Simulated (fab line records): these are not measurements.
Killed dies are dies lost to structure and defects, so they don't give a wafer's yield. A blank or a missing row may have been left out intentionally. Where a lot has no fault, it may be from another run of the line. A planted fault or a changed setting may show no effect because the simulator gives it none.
fab line records	flow rit-cmos
record lots=5	wafers=15	last-day=7
route steps=202 shown PSD@150 SDANNEAL@153 NSD@158 PLDD@159 NLDD@160 SILICIDE@161 M1@202
lots that met no fault: from a run of the same line without faults
start-h: start of the lot's first displayed wafer, in hours after the record's first day	wait-h: hours since the lot's step before	" same as the row above	L1.1+2: one row covering several wafers at once	- either no value or no given start	* or withheld: withheld	< > ~ a bound
route shown NAME@n: NAME is a module with steps in the file, n the number in the route of the first one	usual: average and standard deviation across the fault-free wafers	same: alike in all rows	chamber/n: place in a boat	sites: readings site by site	_std_site: the standard deviation of these	_edge_site: inner sites' mean taken away from outer sites' mean	radius-mm: how far each site lies from the wafer's centre	mask NAME#n: copy n	behind: the most recent tool/chamber to have shaped the wafer	hold: reason for holding the lot/hours on hold/outcome of the hold	device: transistor that didn't switch, given as n, p or np	end of line: tests run on the same wafers once the route is complete	step lacking rows: just its recipe	killed: dies lost to structure and defects at the first sort, not the wafer's yield	map: dies across one wafer; x = killed, . = not, _ = none there
set.NAME: the setting that was run; set.NAME@STEP: the one run at that earlier step	model.NAME: the simulator's own value behind a step, which no gauge read
lots at selected steps of the route; one table per step, one row per wafer
services: the hour from which a tool's chamber was out of use, counted from the record's first day as start-h (under 0 if before that day), plus the number of hours and why
## steps
# step RIT_PSD_IMPLANT_08
# recipe species=BF2	energy-kev=27	dose-cm2=5e+15	tilt-deg=7.214
# step RIT_PSD_STRIP_09
# recipe chemistry=O2	time-s=180	resist=NOVOLAK	platen-temp-c=withheld	power-w=500	pressure-mtorr=4000	o2-flow-sccm=4000
# usual drypump-motor-current-A=6.0/0.45
lot.wafer	tool	chamber	start-h	wait-h	drypump-motor-current-A	rf-hours-counter-h
L229.2	plasma-asher-02	0	88.84	0.1	6.4	47
L229.5	"	0	"	"	6.4	-
L229.6	"	1	"	"	6.6	-
L236.1	plasma-asher-01	0	118.79	0.1	6.2	34
L236.3	"	1	"	"	5.2	-
L236.6	"	1	"	"	5.1	-
L237.3	plasma-asher-04	0	126.13	0.1	5.9	-
L237.4	"	1	"	"	5.6	-
L237.6	"	1	"	"	5.6	-
L239.2	plasma-asher-02	1	136.57	0.1	6.5	2
L239.5	"	1	"	"	6.6	-
L239.6	"	0	"	"	6.4	-
L242.3	plasma-asher-01	1	148.95	0.1	5.2	-
L242.4	"	0	"	"	6.2	-
L242.6	"	0	"	"	6.2	-
# step RIT_PSD_TW_MEAS_10
# usual PSD_TW=3439/37
lot.wafer	tool	chamber	start-h	wait-h	PSD_TW
L229.2	film-metro-03	-	89.02	0.1	3446
L229.5	"	-	"	"	3440
L229.6	"	-	"	"	3445
L236.1	film-metro-03	-	118.96	0.1	3480
L236.3	"	-	"	"	3460
L236.6	"	-	"	"	3444
L237.3	film-metro-03	-	126.27	0.1	3465
L237.4	"	-	"	"	3472
L237.6	"	-	"	"	3473
L239.2	film-metro-03	-	136.75	0.1	3458
L239.5	"	-	"	"	3476
L239.6	"	-	"	"	3450
L242.3	film-metro-03	-	149.09	0.1	3458
L242.4	"	-	"	"	3492
L242.6	"	-	"	"	3480
# step RIT_SDANNEAL_CLEAN_00
# recipe chemistry=SC1	mix=3:3:50	time-s=600	temp-c=75
# step RIT_SDANNEAL_CLEAN_01
# recipe chemistry=dHF	dilution=50:1	time-s=30
# step RIT_SDANNEAL_CLEAN_02
# recipe chemistry=SC2	mix=3:3:50	time-s=600	temp-c=75	dry=n2-spin
# step RIT_SDANNEAL_RTA_03
# recipe temp-c=1050	time-s=5	idle-temp-c=600	ramp-up-c-per-s=342	ramp-down-c-per-s=171	cool-to-c=600	ambient=N2
# usual wafer_temp_C_max=1053.4/1.2
lot.wafer	tool	chamber	start-h	wait-h	wafer_temp_C_max
L229.2	rtp-anneal-01	0	89.50	0.0	1055.0
L229.5	"	0	"	"	1052.3
L229.6	"	0	"	"	1054.1
L236.1	rtp-anneal-02	0	119.41	0.0	1054.9
L236.3	"	0	"	"	1052.8
L236.6	"	0	"	"	1053.7
L237.3	rtp-anneal-01	0	126.73	0.0	1054.0
L237.4	"	0	"	"	1054.8
L237.6	"	0	"	"	1053.9
L239.2	rtp-anneal-01	0	137.24	0.0	1056.9
L239.5	"	0	"	"	1052.7
L239.6	"	0	"	"	1052.6
L242.3	rtp-anneal-02	0	149.55	0.0	1054.1
L242.4	"	0	"	"	1053.3
L242.6	"	0	"	"	1052.8
# step RIT_SDANNEAL_RS_MEAS_04
# recipe thk-meas-gauge=four-point-probe
# usual PSD_RS=116.1/0.35
lot.wafer	tool	chamber	start-h	wait-h	PSD_RS[ohm/sq]
L229.2	film-metro-03	-	89.57	0.1	116.8
L229.5	"	-	"	"	116.2
L229.6	"	-	"	"	116.6
L236.1	film-metro-03	-	119.47	0.0	116.3
L236.3	"	-	"	"	116.4
L236.6	"	-	"	"	116.5
L237.3	film-metro-03	-	126.81	0.1	116.4
L237.4	"	-	"	"	116.5
L237.6	"	-	"	"	116.3
L239.2	film-metro-02	-	137.31	0.1	116.1
L239.5	"	-	"	"	116.3
L239.6	"	-	"	"	116.0
L242.3	film-metro-04	-	149.63	0.1	116.2
L242.4	"	-	"	"	116.1
L242.6	"	-	"	"	116.0
# step RIT_SDANNEAL_RS_MEAS_05
# recipe thk-meas-gauge=four-point-probe
# usual NSD_RS=84.8/0.32
lot.wafer	tool	chamber	start-h	wait-h	NSD_RS[ohm/sq]
L229.2	film-metro-03	-	89.69	0.1	84.9
L229.5	"	-	"	"	84.7
L229.6	"	-	"	"	84.8
L236.1	film-metro-03	-	119.59	0.1	85.0
L236.3	"	-	"	"	84.9
L236.6	"	-	"	"	84.9
L237.3	film-metro-03	-	126.93	0.1	85.1
L237.4	"	-	"	"	84.9
L237.6	"	-	"	"	84.9
L239.2	film-metro-02	-	137.43	0.1	84.5
L239.5	"	-	"	"	84.7
L239.6	"	-	"	"	84.9
L242.3	film-metro-04	-	149.75	0.1	85.0
L242.4	"	-	"	"	85.3
L242.6	"	-	"	"	84.9
# step RIT_SDANNEAL_RS_MEAS_06
# recipe thk-meas-gauge=four-point-probe
# usual PLDD_RS=179.0/0.55
lot.wafer	tool	chamber	start-h	wait-h	PLDD_RS[ohm/sq]
L229.2	film-metro-03	-	89.81	0.1	179.6
L229.5	"	-	"	"	179.5
L229.6	"	-	"	"	179.7
L236.1	film-metro-03	-	119.71	0.1	179.9
L236.3	"	-	"	"	179.8
L236.6	"	-	"	"	180.1
L237.3	film-metro-03	-	127.05	0.1	179.3
L237.4	"	-	"	"	179.6
L237.6	"	-	"	"	179.7
L239.2	film-metro-02	-	137.55	0.1	179.2
L239.5	"	-	"	"	179.6
L239.6	"	-	"	"	178.6
L242.3	film-metro-04	-	149.87	0.1	178.5
L242.4	"	-	"	"	178.6
L242.6	"	-	"	"	179.5
# step RIT_SDANNEAL_RS_MEAS_07
# recipe thk-meas-gauge=four-point-probe
# usual NLDD_RS=151.9/0.6
lot.wafer	tool	chamber	start-h	wait-h	NLDD_RS[ohm/sq]
L229.2	film-metro-03	-	89.93	0.1	151.6
L229.5	"	-	"	"	152.0
L229.6	"	-	"	"	151.8
L236.1	film-metro-03	-	119.83	0.1	152.3
L236.3	"	-	"	"	152.8
L236.6	"	-	"	"	152.1
L237.3	film-metro-03	-	127.17	0.1	152.2
L237.4	"	-	"	"	152.4
L237.6	"	-	"	"	152.5
L239.2	film-metro-02	-	137.67	0.1	151.5
L239.5	"	-	"	"	151.5
L239.6	"	-	"	"	152.0
L242.3	film-metro-04	-	149.99	0.1	152.5
L242.4	"	-	"	"	152.0
L242.6	"	-	"	"	152.7
# step RIT_SILICIDE_WET_ETCH_00
# recipe chemistry=BOE	target=SiO2	target-depth-nm=14	time-s=15	dry=n2-spin	dilution=10:1	temp-c=21.5
# step RIT_SILICIDE_SPUTTER_01
# recipe material=Ti	target-thk-nm=30	power-w=350	chamber-pressure-pa=0.667	gas=Ar	time-s=240	substrate-temp-c=25
# usual throttle-valve-pct=30.1/1.1
lot.wafer	tool	chamber	start-h	wait-h	throttle-valve-pct	model.Ti_of_SILICIDE_SPUTTER_01.thk-nm
L229.2	pvd-sputter-03	-	90.05	0.0	29.7	30.46
L229.5	"	-	"	"	30.4	29.54
L229.6	"	-	"	"	29.4	30.18
L236.1	pvd-sputter-02	-	119.96	0.0	27.3	30.09
L236.3	"	-	"	"	30.6	30.23
L236.6	"	-	"	"	30.4	29.98
L237.3	pvd-sputter-03	-	127.26	0.0	30.7	29.86
L237.4	"	-	"	"	29.9	30.38
L237.6	"	-	"	"	30.4	29.77
L239.2	pvd-sputter-03	-	137.78	0.0	29.8	30.11
L239.5	"	-	"	"	30.1	30.15
L239.6	"	-	"	"	29.6	29.91
L242.3	pvd-sputter-02	-	150.08	0.0	32.0	27.53
L242.4	"	-	"	"	30.4	29.79
L242.6	"	-	"	"	31.9	27.65
# step RIT_SILICIDE_RS_MEAS_02
# recipe thk-meas-gauge=four-point-probe	reads=Ti_of_SILICIDE_SPUTTER_01
# usual SILICIDE_TI_RS=47.9/0.77
lot.wafer	tool	chamber	start-h	wait-h	SILICIDE_TI_RS[ohm/sq]
L229.2	film-metro-01	-	90.22	0.1	47.1
L229.5	"	-	"	"	48.8
L229.6	"	-	"	"	47.3
L236.1	film-metro-01	-	120.11	0.1	47.7
L236.3	"	-	"	"	47.4
L236.6	"	-	"	"	47.9
L237.3	film-metro-03	-	127.45	0.1	48.4
L237.4	"	-	"	"	47.3
L237.6	"	-	"	"	48.6
L239.2	film-metro-01	-	137.95	0.1	47.7
L239.5	"	-	"	"	47.6
L239.6	"	-	"	"	48.1
L242.3	film-metro-01	-	150.27	0.1	53.2
L242.4	"	-	"	"	48.3
L242.6	"	-	"	"	53.0
# step RIT_SILICIDE_THK_MEAS_03
# recipe thk-meas-gauge=xrf	reads=Ti_of_SILICIDE_SPUTTER_01
# usual SILICIDE_TI_THK=29.9/0.39
lot.wafer	tool	chamber	start-h	wait-h	SILICIDE_TI_THK[nm]
L229.2	film-metro-01	-	90.33	0.1	30.5
L229.5	"	-	"	"	29.6
L229.6	"	-	"	"	30.1
L236.1	film-metro-01	-	120.23	0.1	29.9
L236.3	"	-	"	"	30.2
L236.6	"	-	"	"	29.9
L237.3	film-metro-03	-	127.55	0.1	29.7
L237.4	"	-	"	"	30.2
L237.6	"	-	"	"	29.5
L239.2	film-metro-01	-	138.06	0.1	30.1
L239.5	"	-	"	"	30.2
L239.6	"	-	"	"	29.9
L242.3	film-metro-01	-	150.37	0.1	27.5
L242.4	"	-	"	"	29.7
L242.6	"	-	"	"	27.6
# step RIT_SILICIDE_RTA_04
# recipe temp-c=650	time-s=10	idle-temp-c=25	ramp-up-s=5	ramp-down-s=5	cool-to-c=25	ambient=N2
# usual wafer_temp_C_max=652.5/0.62
lot.wafer	tool	chamber	start-h	wait-h	wafer_temp_C_max
L229.2	rtp-anneal-02	0	90.39	0.1	652.9
L229.5	"	0	"	"	652.3
L229.6	"	0	"	"	654.2
L236.1	rtp-anneal-01	0	120.29	0.1	652.1
L236.3	"	0	"	"	651.5
L236.6	"	0	"	"	652.3
L237.3	rtp-anneal-02	0	127.61	0.1	653.1
L237.4	"	0	"	"	652.4
L237.6	"	0	"	"	653.0
L239.2	rtp-anneal-02	0	138.12	0.1	652.6
L239.5	"	0	"	"	652.5
L239.6	"	0	"	"	653.3
L242.3	rtp-anneal-01	0	150.43	0.1	652.0
L242.4	"	0	"	"	652.5
L242.6	"	0	"	"	653.1
# step RIT_M1_PROBE_99
# usual killed_at_M0_to_M3=0.0/0.16	killed-at-contacts=0.1/0.24	killed-at-front-end=7/3.2	killed-dies=7/3.2	killed-on-rim=2.0/1.5	killed-open=3.4/2	killed-short=3.5/2.2
# same gross-dies=264	killed_at_M4_up=0	killed-at-back-side=0	killed-at-other=0
lot.wafer	tool	chamber	start-h	wait-h	killed_at_M0_to_M3	killed-at-contacts	killed-at-front-end	killed-dies	killed-on-rim	killed-open	killed-short	model.etest.npoly-line.line-ohm-um	model.etest.ppoly-line.line-ohm-um	model.etest.contact-nplus.end-ohm-um	model.etest.contact-pplus.end-ohm-um	model.etest.npoly-line.rs-ohm-sq	model.etest.ppoly-line.rs-ohm-sq	model.etest.npoly-sal.rs-ohm-sq	model.etest.ppoly-sal.rs-ohm-sq
L229.2	prober-02	-	97.05	0.1	0	0	16	16	3	7	9	170.9	162.2	40.69	44.62	16.75	16.17	4.271	4.237
L229.5	prober-02	-	97.20	0.2	0	0	6	6	1	3	3	167.9	160.3	40.12	43.94	17.15	16.53	4.4	4.35
L229.6	prober-02	-	97.25	0.2	0	0	13	13	3	7	6	171.3	162.5	41.76	44.45	16.83	16.27	4.32	4.301
L236.1	prober-01	-	126.84	0.1	0	0	5	5	0	1	4	175.9	168.4	40.7	43.73	16.93	16.55	4.319	4.291
L236.3	prober-01	-	126.94	0.2	0	0	8	8	2	3	5	169.7	162.8	41.15	43.32	17.07	16.41	4.297	4.266
L236.6	prober-01	-	127.09	0.2	0	0	5	5	1	3	2	175.7	168	41.59	42.72	17.07	16.63	4.322	4.299
L237.3	prober-02	-	134.31	0.2	0	0	4	4	1	1	3	166.4	161.2	40.52	44.09	16.93	16.65	4.408	4.357
L237.4	prober-02	-	134.36	0.2	0	1	4	5	2	2	3	171	162.6	41.55	45.45	16.82	16.45	4.319	4.302
L237.6	prober-02	-	134.46	0.2	0	0	9	9	3	5	4	172.6	163.5	41.09	44.48	17.11	16.7	4.407	4.374
L239.2	prober-02	-	145.13	0.1	1	0	5	6	1	2	4	160.8	155.8	41.15	44.65	16.84	16.54	4.374	4.335
L239.5	prober-02	-	145.28	0.2	0	0	9	9	3	3	6	166.2	158.4	42.08	44.78	16.95	16.56	4.347	4.34
L239.6	prober-02	-	145.33	0.2	0	0	9	9	0	4	5	157.6	150.1	41.33	42.75	16.92	16.38	4.372	4.337
L242.3	prober-01	-	157.54	0.2	0	0	6	6	3	5	1	164.1	159	38.77	39.22	18.01	17.57	4.643	4.646
L242.4	prober-01	-	157.59	0.2	0	0	6	6	2	6	0	162.3	156.5	40.94	43.45	17	16.45	4.316	4.301
L242.6	prober-01	-	157.69	0.2	0	0	4	4	1	2	2	165.9	162.4	39.39	40.7	18.12	17.32	4.629	4.572
# killed by level:class
L229.2 GATE:geometric-particle:open=5 GATE:geometric-particle:short=5 REOX:geometric-particle:short=3 FOX2:geometric-particle:open=1 REOX:geometric-particle:open=1 SPACER:geometric-particle:short=1
L229.5 GATE:geometric-particle:short=3 GATE:geometric-particle:open=2 REOX:geometric-particle:open=1
L229.6 FOX1:geometric-particle:open=2 GATE:geometric-particle:short=2 GATE:geometric-particle:open=2 SILICIDE:geometric-particle:open=2 FOX2:geometric-particle:short=1 REOX:geometric-particle:open=1 REOX:geometric-particle:short=1 SPACER:geometric-particle:short=1
L236.1 GATE:geometric-particle:short=2 SPACER:geometric-particle:short=2 REOX:geometric-particle:open=1
L236.3 GATE:geometric-particle:open=2 GATE:geometric-particle:short=2 SPACER:geometric-particle:short=2 REOX:geometric-particle:open=1 SILICIDE:geometric-particle:short=1
L236.6 FOX1:geometric-particle:open=1 GATE:geometric-particle:open=1 GATE:geometric-particle:short=1 REOX:geometric-particle:open=1 SILICIDE:geometric-particle:short=1
L237.3 SILICIDE:geometric-particle:short=2 FOX2:geometric-particle:open=1 GATE:geometric-particle:short=1
L237.4 FOX2:geometric-particle:short=1 GATE:geometric-particle:short=1 SPACER:geometric-particle:short=1 SILICIDE:geometric-particle:open=1 CONTACT:geometric-particle:open=1
L237.6 FOX2:geometric-particle:open=2 GATE:geometric-particle:short=2 FOX1:geometric-particle:short=1 FOX1:geometric-particle:open=1 SPACER:geometric-particle:open=1 SPACER:geometric-particle:short=1 SILICIDE:geometric-particle:open=1
L239.2 FOX1:geometric-particle:short=2 FOX2:geometric-particle:open=1 GATE:geometric-particle:short=1 SILICIDE:geometric-particle:open=1 M1:geometric-particle:short=1
L239.5 FOX1:geometric-particle:short=3 FOX1:geometric-particle:open=2 SILICIDE:geometric-particle:short=2 GATE:geometric-particle:open=1 REOX:geometric-particle:short=1
L239.6 FOX1:geometric-particle:short=2 GATE:geometric-particle:open=2 FOX2:geometric-particle:open=1 GATE:geometric-particle:short=1 REOX:geometric-particle:short=1 SPACER:geometric-particle:open=1 SILICIDE:geometric-particle:short=1
L242.3 SILICIDE:geometric-particle:open=3 FOX1:geometric-particle:short=1 GATE:geometric-particle:open=1 REOX:geometric-particle:open=1
L242.4 FOX1:geometric-particle:open=2 GATE:geometric-particle:open=2 FOX2:geometric-particle:open=1 SPACER:geometric-particle:open=1
L242.6 FOX1:geometric-particle:short=1 FOX2:geometric-particle:open=1 GATE:geometric-particle:short=1 REOX:geometric-particle:open=1
## services
tool	chamber	start-h	hours	kind
pvd-sputter-03	-	67.15	2.3	repair
pvd-sputter-02	-	74.57	2.5	repair
plasma-asher-04	-	86.48	2.8	pm
plasma-asher-02	-	108.75	9.0	pm
plasma-asher-02	0	108.75	9.0	vent-cycle
plasma-asher-02	1	108.75	9.0	vent-cycle
plasma-asher-01	-	114.96	0.6	repair
plasma-asher-02	0	117.75	-	clean
plasma-asher-02	1	117.75	-	clean
## key
first-sign step=RIT_SILICIDE_RS_MEAS_02	reading=SILICIDE_TI_RS	direction=up	sigmas=6.8	usual=47.9	struck=53.1
effect step=RIT_SILICIDE_THK_MEAS_03	reading=SILICIDE_TI_THK	direction=down	sigmas=6.2	usual=29.9	struck=27.6
model-effect step=RIT_SILICIDE_SPUTTER_01	value=Ti_of_SILICIDE_SPUTTER_01.thk-nm	without=30.51	struck=27.59
model-effect step=RIT_M1_PROBE_99	value=etest.npoly-line.line-ohm-um	without=156.2	struck=165
met-at RIT_SILICIDE_SPUTTER_01
struck-wafers L242.3,L242.6
tester-left-out L242
fault kind=process-parameter-drift	tool=pvd-sputter-02	chamber=-	onset-h=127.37	steps=RIT_SILICIDE_SPUTTER_01	channel=target-thk-nm	offset=-2.9222	shape=step	end-h=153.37	acts-in=these-recipes-only	stated=30	scope=struck-wafers-only
# tester-left-out: of these lots the tester's yield and bins aren't shown, on N5 and GAA mostly nor the transistor test; their killed dies are dies lost to structure and defects alone, not to doping, threshold or leakage, so they don't give the yield
